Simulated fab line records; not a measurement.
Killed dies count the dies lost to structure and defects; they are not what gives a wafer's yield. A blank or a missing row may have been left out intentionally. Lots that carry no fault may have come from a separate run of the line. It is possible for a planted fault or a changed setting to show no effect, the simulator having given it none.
Lot-split experiment / flow berkeley-cmos170 / 23 wafers read from 5 lots, route of 331 steps

== ABOUT THE SPLIT ==
At UCB170_WELLDRIVE_OXIDATION_01 (target thk 199 nm, ox time 9000 s), the setting ox-time-s was moved away from the recipe's 9000 s on 15 of the 23 wafers read, by -13.2% to +11.6%. This setting was run at the recipe's value on the other wafers.

Between the split and the reading, the file records no step.

== THE READING ==
WELLDRIVE_OXIDE_THK (nm), taken at UCB170_WELLDRIVE_THK_MEAS_02. A value of 199.5 nm with a standard deviation of 2.2 nm is what fault-free wafers of this fab line usually give.

wafer=L074.2; tool, chamber at the split=-, -; ox-time-s as run, s=7815; against the recipe=-13.2%; WELLDRIVE_OXIDE_THK, nm=185.1; against lot-mates on the recipe=no lot-mate on the recipe
wafer=L074.3; tool, chamber at the split=-, -; ox-time-s as run, s=7815; against the recipe=-13.2%; WELLDRIVE_OXIDE_THK, nm=185.1; against lot-mates on the recipe=no lot-mate on the recipe
wafer=L074.4; tool, chamber at the split=-, -; ox-time-s as run, s=7815; against the recipe=-13.2%; WELLDRIVE_OXIDE_THK, nm=182.0; against lot-mates on the recipe=no lot-mate on the recipe
wafer=L074.5; tool, chamber at the split=-, -; ox-time-s as run, s=7815; against the recipe=-13.2%; WELLDRIVE_OXIDE_THK, nm=185.7; against lot-mates on the recipe=no lot-mate on the recipe
wafer=L074.6; tool, chamber at the split=-, -; ox-time-s as run, s=7815; against the recipe=-13.2%; WELLDRIVE_OXIDE_THK, nm=187.2; against lot-mates on the recipe=no lot-mate on the recipe
wafer=L075.1; tool, chamber at the split=-, -; ox-time-s as run, s=8178; against the recipe=-9.1%; WELLDRIVE_OXIDE_THK, nm=186.4; against lot-mates on the recipe=no lot-mate on the recipe
wafer=L075.2; tool, chamber at the split=-, -; ox-time-s as run, s=8178; against the recipe=-9.1%; WELLDRIVE_OXIDE_THK, nm=184.3; against lot-mates on the recipe=no lot-mate on the recipe
wafer=L075.3; tool, chamber at the split=-, -; ox-time-s as run, s=8178; against the recipe=-9.1%; WELLDRIVE_OXIDE_THK, nm=184.0; against lot-mates on the recipe=no lot-mate on the recipe
wafer=L075.4; tool, chamber at the split=-, -; ox-time-s as run, s=8178; against the recipe=-9.1%; WELLDRIVE_OXIDE_THK, nm=186.5; against lot-mates on the recipe=no lot-mate on the recipe
wafer=L075.5; tool, chamber at the split=-, -; ox-time-s as run, s=8178; against the recipe=-9.1%; WELLDRIVE_OXIDE_THK, nm=184.8; against lot-mates on the recipe=no lot-mate on the recipe
wafer=L078.2; tool, chamber at the split=-, -; ox-time-s as run, s=10040; against the recipe=+11.6%; WELLDRIVE_OXIDE_THK, nm=211.5; against lot-mates on the recipe=no lot-mate on the recipe
wafer=L078.3; tool, chamber at the split=-, -; ox-time-s as run, s=10040; against the recipe=+11.6%; WELLDRIVE_OXIDE_THK, nm=211.8; against lot-mates on the recipe=no lot-mate on the recipe
wafer=L078.4; tool, chamber at the split=-, -; ox-time-s as run, s=10040; against the recipe=+11.6%; WELLDRIVE_OXIDE_THK, nm=213.0; against lot-mates on the recipe=no lot-mate on the recipe
wafer=L078.5; tool, chamber at the split=-, -; ox-time-s as run, s=10040; against the recipe=+11.6%; WELLDRIVE_OXIDE_THK, nm=211.2; against lot-mates on the recipe=no lot-mate on the recipe
wafer=L078.6; tool, chamber at the split=-, -; ox-time-s as run, s=10040; against the recipe=+11.6%; WELLDRIVE_OXIDE_THK, nm=211.9; against lot-mates on the recipe=no lot-mate on the recipe
wafer=L084.1; tool, chamber at the split=-, -; ox-time-s as run, s=9000; against the recipe=recipe; WELLDRIVE_OXIDE_THK, nm=202.0; against lot-mates on the recipe=-
wafer=L084.3; tool, chamber at the split=-, -; ox-time-s as run, s=9000; against the recipe=recipe; WELLDRIVE_OXIDE_THK, nm=200.9; against lot-mates on the recipe=-
wafer=L084.4; tool, chamber at the split=-, -; ox-time-s as run, s=9000; against the recipe=recipe; WELLDRIVE_OXIDE_THK, nm=201.8; against lot-mates on the recipe=-
wafer=L084.5; tool, chamber at the split=-, -; ox-time-s as run, s=9000; against the recipe=recipe; WELLDRIVE_OXIDE_THK, nm=202.7; against lot-mates on the recipe=-
wafer=L084.6; tool, chamber at the split=-, -; ox-time-s as run, s=9000; against the recipe=recipe; WELLDRIVE_OXIDE_THK, nm=201.0; against lot-mates on the recipe=-
wafer=L085.3; tool, chamber at the split=furnace-04, 0; ox-time-s as run, s=9000; against the recipe=recipe; WELLDRIVE_OXIDE_THK, nm=198.5; against lot-mates on the recipe=-
wafer=L085.4; tool, chamber at the split=furnace-04, 0; ox-time-s as run, s=9000; against the recipe=recipe; WELLDRIVE_OXIDE_THK, nm=201.2; against lot-mates on the recipe=-
wafer=L085.5; tool, chamber at the split=furnace-04, 0; ox-time-s as run, s=9000; against the recipe=recipe; WELLDRIVE_OXIDE_THK, nm=199.0; against lot-mates on the recipe=-

THE FIT
A straight line over all 23 wafers: WELLDRIVE_OXIDE_THK changes by +1.18 nm for each +1% of ox-time-s; r = +0.98; the points scatter about the line by 2.4 nm.
Too few moved wafers have a lot-mate on the recipe to fit a line with each lot's own level taken away.

== THE WHOLE CHAIN: every reading that the file lists as answering this split, in the file's order ==
step=UCB170_WELLDRIVE_OXIDATION_01; what it does=target thk 199 nm, ox time 9000 s; reading=SiO2_of_WELLDRIVE_OXIDATION_01.thk-nm (the simulator's own value, which no gauge read); change (the file's fit)=+1.18 nm for each +1% of the setting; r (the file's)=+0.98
step=UCB170_WELLDRIVE_THK_MEAS_02; what it does=; reading=WELLDRIVE_OXIDE_THK; change (the file's fit)=+1.18 for each +1% of the setting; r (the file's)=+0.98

== FILE'S OWN FIT ==
WELLDRIVE_OXIDE_THK changes by +1.18 nm for each +1% of ox-time-s, r = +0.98.
